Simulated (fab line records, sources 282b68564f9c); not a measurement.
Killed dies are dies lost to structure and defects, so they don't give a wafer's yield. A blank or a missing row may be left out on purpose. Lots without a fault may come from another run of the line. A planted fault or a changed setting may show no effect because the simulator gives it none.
Tool commonality check | flow rit_cmos | 14 lots, 42 wafers sampled

WHY IT WAS OPENED
At RIT_PLDD_TW_MEAS_10 the reading PLDD_TW is flagged on 2 of 14 lots. Wafers without a fault read 2356, standard deviation 20.
Rule: a lot is flagged when every wafer of it that has a number lies more than 4 standard deviations from that mean, or none has a number. The other lots count as sound.

lot  | measured    | on            | PLDD_TW, wafer by wafer | flag
L282 | day 3 02:28 | film_metro-02 | 2391 2380 2382          |
L283 | day 3 10:44 | film_metro-03 | 2373 2389 2388          |
L284 | day 3 11:05 | film_metro-01 | 2332 2337 2337          |
L285 | day 3 20:37 | film_metro-02 | 2380 2383 2380          |
L286 | day 4 04:22 | film_metro-03 | 2401 2396 2399          |
L287 | day 4 07:01 | film_metro-01 | 2337 2337 2345          |
L288 | day 4 07:13 | film_metro-03 | 2387 2385 2400          |
L289 | day 4 21:36 | film_metro-02 | 2338 2346 2358          |
L290 | day 4 23:29 | film_metro-01 | 2339 2333 2341          |
L293 | day 5 13:38 | film_metro-02 | 2350 2352 2353          |
L294 | day 5 13:53 | film_metro-01 | 2214 2206 2200          | FLAGGED
L296 | day 6 07:59 | film_metro-01 | 2342 2345 2331          |
L298 | day 6 10:23 | film_metro-02 | 2345 2358 2360          |
L300 | day 7 04:52 | film_metro-01 | 2206 2207 2206          | FLAGGED
The numbers of the flagged lots are 2206 on average: -150 against the usual, or -7 standard deviations.

WHICH TOOL RAN EACH LOT
The record holds 1 process step before the reading, out of a route of 202 steps. In each cell: the tool, then ch and the chambers that the sampled wafers went through, then the start.
lot  | flag    | RIT_PLDD_IMPLANT_08
L282 |         | implanter-04 ch 0, day 3 02:09
L283 |         | implanter-03 ch 0, day 3 10:25
L284 |         | implanter-01 ch 0, day 3 10:47
L285 |         | implanter-04 ch 0, day 3 20:19
L286 |         | implanter-03 ch 0, day 4 04:04
L287 |         | implanter-03 ch 0, day 4 06:41
L288 |         | implanter-01 ch 0, day 4 06:56
L289 |         | implanter-04 ch 0, day 4 21:16
L290 |         | implanter-01 ch 0, day 4 23:10
L293 |         | implanter-04 ch 0, day 5 13:19
L294 | FLAGGED | implanter-03 ch 0, day 5 13:35
L296 |         | implanter-04 ch 0, day 6 07:41
L298 |         | implanter-04 ch 0, day 6 10:04
L300 | FLAGGED | implanter-03 ch 0, day 7 04:33
What these steps do:
- RIT_PLDD_IMPLANT_08
- RIT_PLDD_TW_MEAS_10

FLAGGED OVER TOTAL, TOOL BY TOOL (the gauges that took the reading come last)
step                | tool          | lots run | flagged | share of the flagged lots | sound lots run after its first flagged lot
RIT_PLDD_IMPLANT_08 | implanter-01  | 3        | 0       | none                      | -
RIT_PLDD_IMPLANT_08 | implanter-03  | 5        | 2       | all                       | 0
RIT_PLDD_IMPLANT_08 | implanter-04  | 6        | 0       | none                      | -
RIT_PLDD_TW_MEAS_10 | film_metro-01 | 6        | 2       | all                       | 1 (L296)
RIT_PLDD_TW_MEAS_10 | film_metro-02 | 5        | 0       | none                      | -
RIT_PLDD_TW_MEAS_10 | film_metro-03 | 3        | 0       | none                      | -

WHAT THE TABLE ALLOWS
2 rows of the table ran every flagged lot: implanter-03 at RIT_PLDD_IMPLANT_08, film_metro-01 at RIT_PLDD_TW_MEAS_10.
- implanter-03 at RIT_PLDD_IMPLANT_08: 2 of its 5 lots flagged. Its last sound lot is L287 (day 4 06:41), its first flagged lot L294 (day 5 13:35): a fault that began between those two fits. Its own readings lie more than 4 standard deviations out on every wafer of the flagged lots: beam_energy_keV.
- film_metro-01 at RIT_PLDD_TW_MEAS_10: 2 of its 6 lots flagged. Sound lots ran on it after the first flagged one (L296), which a lasting fault on the whole tool wouldn't allow.
One tool is left: implanter-03 at RIT_PLDD_IMPLANT_08.

WHAT THE SIMULATOR HAD PUT IN
Process parameter drift: implanter-03, from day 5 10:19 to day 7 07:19, at RIT_PLDD_IMPLANT_08. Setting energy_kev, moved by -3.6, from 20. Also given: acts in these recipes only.
Lots struck among those shown: L294, L300. The rule above found the same.
